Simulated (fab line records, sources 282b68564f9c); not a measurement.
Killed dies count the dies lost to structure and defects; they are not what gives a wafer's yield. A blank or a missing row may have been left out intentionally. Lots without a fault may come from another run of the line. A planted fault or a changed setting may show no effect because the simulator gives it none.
What tool caused it? :: flow rit-cmos :: 42 wafers from 14 lots sampled at 2 of the route's 202 steps

## WHAT THE GAUGES SHOWED, per wafer
RIT_GATE_CD_MEAS_16: the cd target is 150 nm. Usual: cd-nm 149.1 nm, standard deviation 2.4.
lot: L213
measured: day 2 11:57
on: cd-sem-01
cd-nm (nm): 151.0 151.4 152.5
flag: 

lot: L214
measured: day 2 19:18
on: cd-sem-01
cd-nm (nm): 146.1 146.7 145.9
flag: 

lot: L215
measured: day 2 22:25
on: cd-sem-01
cd-nm (nm): 152.5 150.3 151.0
flag: 

lot: L216
measured: day 3 03:29
on: cd-sem-02
cd-nm (nm): 150.4 149.7 152.2
flag: 

lot: L217
measured: day 3 09:47
on: cd-sem-01
cd-nm (nm): 150.2 150.4 152.6
flag: 

lot: L218
measured: day 3 17:43
on: cd-sem-01
cd-nm (nm): 147.3 147.1 147.4
flag: 

lot: L219
measured: day 3 20:21
on: cd-sem-01
cd-nm (nm): 149.2 149.8 149.8
flag: 

lot: L220
measured: day 4 01:38
on: cd-sem-02
cd-nm (nm): 133.7 131.1 134.7
flag: OFF

lot: L221
measured: day 4 09:04
on: cd-sem-01
cd-nm (nm): 137.8 139.0 138.6
flag: OFF

lot: L223
measured: day 4 18:18
on: cd-sem-01
cd-nm (nm): 139.2 138.7 137.0
flag: OFF

lot: L232
measured: day 6 13:50
on: cd-sem-01
cd-nm (nm): 148.6 150.8 150.1
flag: 

lot: L234
measured: day 7 00:41
on: cd-sem-01
cd-nm (nm): 145.9 147.6 147.4
flag: 

lot: L235
measured: day 7 07:11
on: cd-sem-02
cd-nm (nm): 147.0 146.4 144.9
flag: 

lot: L236
measured: day 7 12:32
on: cd-sem-02
cd-nm (nm): 152.8 151.7 151.6
flag: 

## WHAT TOOL EACH LOT RAN ON (gives the tool, then ch and the chambers of the sampled wafers, and finally the start)
lot: L213
RIT_GATE_DEVELOP_15: litho-track-01 ch 0, day 2 11:00

lot: L214
RIT_GATE_DEVELOP_15: litho-track-01 ch 0, day 2 19:00

lot: L215
RIT_GATE_DEVELOP_15: litho-track-01 ch 0, day 2 22:00

lot: L216
RIT_GATE_DEVELOP_15: litho-track-04 ch 0, day 3 03:00

lot: L217
RIT_GATE_DEVELOP_15: litho-track-01 ch 0, day 3 09:00

lot: L218
RIT_GATE_DEVELOP_15: litho-track-03 ch 0, day 3 17:00

lot: L219
RIT_GATE_DEVELOP_15: litho-track-03 ch 0, day 3 20:00

lot: L220
RIT_GATE_DEVELOP_15: litho-track-03 ch 0, day 4 01:00

lot: L221
RIT_GATE_DEVELOP_15: litho-track-03 ch 0, day 4 08:00

lot: L223
RIT_GATE_DEVELOP_15: litho-track-03 ch 0, day 4 18:00

lot: L232
RIT_GATE_DEVELOP_15: litho-track-01 ch 0, day 6 13:00

lot: L234
RIT_GATE_DEVELOP_15: litho-track-01 ch 0, day 7 00:00

lot: L235
RIT_GATE_DEVELOP_15: litho-track-01 ch 0, day 7 07:00

lot: L236
RIT_GATE_DEVELOP_15: litho-track-03 ch 0, day 7 12:00
- RIT_GATE_DEVELOP_15: develop time 50 s.

## AS READ BY THE TOOLS THEMSELVES (means over the sampled wafers that have a number; for cases with no such wafer, the mark the record gives instead)
RIT_GATE_DEVELOP_15. Usual: developer-temp-C 23.01 C, standard deviation 0.097; resist-line-temp-C 22.99 C, standard deviation 0.1.
lot: L213
tool: litho-track-01
developer-temp-C (C): 22.99
resist-line-temp-C (C): 22.97
flag: 

lot: L214
tool: litho-track-01
developer-temp-C (C): 22.98
resist-line-temp-C (C): 23.03
flag: 

lot: L215
tool: litho-track-01
developer-temp-C (C): 23.05
resist-line-temp-C (C): 22.96
flag: 

lot: L216
tool: litho-track-04
developer-temp-C (C): 22.78
resist-line-temp-C (C): 23.07
flag: 

lot: L217
tool: litho-track-01
developer-temp-C (C): 23.08
resist-line-temp-C (C): 23.00
flag: 

lot: L218
tool: litho-track-03
developer-temp-C (C): 22.98
resist-line-temp-C (C): 23.01
flag: 

lot: L219
tool: litho-track-03
developer-temp-C (C): 22.99
resist-line-temp-C (C): 23.04
flag: 

lot: L220
tool: litho-track-03
developer-temp-C (C): 20.66
resist-line-temp-C (C): 22.85
flag: OFF

lot: L221
tool: litho-track-03
developer-temp-C (C): 20.75
resist-line-temp-C (C): 22.86
flag: OFF

lot: L223
tool: litho-track-03
developer-temp-C (C): 20.67
resist-line-temp-C (C): 22.91
flag: OFF

lot: L232
tool: litho-track-01
developer-temp-C (C): 23.07
resist-line-temp-C (C): 22.95
flag: 

lot: L234
tool: litho-track-01
developer-temp-C (C): 23.17
resist-line-temp-C (C): 23.07
flag: 

lot: L235
tool: litho-track-01
developer-temp-C (C): 23.16
resist-line-temp-C (C): 22.92
flag: 

lot: L236
tool: litho-track-03
developer-temp-C (C): 23.05
resist-line-temp-C (C): 23.06
flag: 

## THE ANSWER, worked out from the rows above alone
Rule: a lot counts as off when the mean over its wafers that have a number is more than 3 standard deviations away from the usual mean. A lot without any number at a reading at which 4 lots or more have one is off too. All remaining lots with rows at the step are treated as sound. Order of review: gauges by route order, followed by the tools' own readings, for which a lot's mean as printed above is used. The first step at which some lot is off is used, and at that step the reading that is off furthest; a lot without a number counts as furthest.
Off: L220, L221, L223 (RIT_GATE_CD_MEAS_16, cd-nm).
If a tool, at a process step before that reading, ran all the lots that are off and no sound lot after the first of them, it fits. Not tried: the gauges at RIT_GATE_CD_MEAS_16; whatever is off there is also off at RIT_GATE_DEVELOP_15, on other tools, and gauge error can't account for it. Not one of the candidates tried fits.

## WHAT THE SIMULATOR HAD INSERTED
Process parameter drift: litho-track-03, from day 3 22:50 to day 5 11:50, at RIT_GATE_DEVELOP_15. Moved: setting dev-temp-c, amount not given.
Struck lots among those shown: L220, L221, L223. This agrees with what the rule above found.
